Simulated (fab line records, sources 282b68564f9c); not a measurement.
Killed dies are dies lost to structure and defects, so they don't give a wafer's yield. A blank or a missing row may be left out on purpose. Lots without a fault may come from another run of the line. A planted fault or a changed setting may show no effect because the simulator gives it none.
Split-lot experiment | flow rit_cmos | 5 lots, 23 wafers read, on a route of 202 steps

THE SPLIT
At RIT_PWELL_IMPLANT_08, the setting energy_kev was moved away from the recipe's 170 on 6 of the 23 wafers read, by +2.5% to +3.8%. The other wafers ran this setting at the recipe's value.

The reading is taken at the split's own step.

THE READING
implant.drp_nm (the simulator's own value, which no gauge read), in nm, at RIT_PWELL_IMPLANT_08. The file gives no usual value for it.

wafer  | tool, chamber at the split | energy_kev as run | against the recipe | implant.drp_nm, nm | against lot-mates on the recipe
L074.1 | implanter-01, 0            | 170               | recipe             | 102.9              | -
L074.4 | implanter-01, 0            | 170               | recipe             | 102.9              | -
L074.3 | implanter-01, 0            | 176.5             | +3.8%              | 103.9              | +1.0
L074.5 | implanter-01, 0            | 176.5             | +3.8%              | 103.9              | +1.0
L074.6 | implanter-01, 0            | 176.5             | +3.8%              | 103.9              | +1.0
L076.1 | implanter-02, 0            | 170               | recipe             | 102.9              | -
L076.2 | implanter-02, 0            | 170               | recipe             | 102.9              | -
L076.4 | implanter-02, 0            | 170               | recipe             | 102.9              | -
L076.5 | implanter-02, 0            | 170               | recipe             | 102.9              | -
L076.6 | implanter-02, 0            | 170               | recipe             | 102.9              | -
L077.1 | implanter-02, 0            | 174.3             | +2.5%              | 103.6              | +0.7
L077.5 | implanter-02, 0            | 174.3             | +2.5%              | 103.6              | +0.7
L077.6 | implanter-02, 0            | 174.3             | +2.5%              | 103.6              | +0.7
L077.3 | implanter-02, 0            | 170               | recipe             | 102.9              | -
L077.4 | implanter-02, 0            | 170               | recipe             | 102.9              | -
L078.1 | implanter-02, 0            | 170               | recipe             | 102.9              | -
L078.3 | implanter-02, 0            | 170               | recipe             | 102.9              | -
L078.6 | implanter-02, 0            | 170               | recipe             | 102.9              | -
L079.1 | implanter-01, 0            | 170               | recipe             | 102.9              | -
L079.2 | implanter-01, 0            | 170               | recipe             | 102.9              | -
L079.3 | implanter-01, 0            | 170               | recipe             | 102.9              | -
L079.4 | implanter-01, 0            | 170               | recipe             | 102.9              | -
L079.5 | implanter-01, 0            | 170               | recipe             | 102.9              | -

THE FIT
A straight line over all 23 wafers: implant.drp_nm changes by +0.266 nm for each +1% of energy_kev; r = +1.00; the points scatter about the line by 0.012 nm.
The same after taking each lot's own level away (the mean of its wafers on the recipe; 23 wafers): +0.266 nm for each +1%; r = +1.00; scatter 0.012 nm.
On that fit, the largest move of energy_kev shifts the reading by 1 nm.
The lots' own levels span 102.90 to 102.90 nm.
So the lot-to-lot level changes the slope little: the two slopes agree.
Check: with one of the wafers moved furthest among these (+3.8%) left out of the fit, the line predicts +1.02 nm for it against its lot-mates. It came out at +1 nm against them.

OTHER SPLITS ON THESE WAFERS
These wafers also went through other splits before the reading. Each is held against what the fit with the lots' levels taken away leaves over:
other split on the same wafers  | wafers away from the commonest value | r with implant.drp_nm (lot level and that fit taken away)
RIT_ACTIVE_COAT_06 spin_rpm     | 10                                   | +0.54
RIT_FOX1_OXIDATION_00 ox_time_s | 18                                   | +0.50
RIT_NWELL_IMPLANT_08 dose_cm2   | 8                                    | +0.04
RIT_PWELL_COAT_01 spin_rpm      | 9                                    | +0.62

THE WHOLE CHAIN: every reading that the file lists as answering this split, in the file's order
step                 | what it does | reading                                                         | change (the file's fit)              | r (the file's)
RIT_PWELL_IMPLANT_08 |              | implant.rp_nm (the simulator's own value, which no gauge read)  | +3.71 nm for each +1% of the setting | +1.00
RIT_PWELL_IMPLANT_08 |              | implant.drp_nm (the simulator's own value, which no gauge read) | +0.27 nm for each +1% of the setting | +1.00

THE FILE'S OWN FIT
implant.drp_nm changes by +0.27 nm for each +1% of energy_kev, r = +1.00.
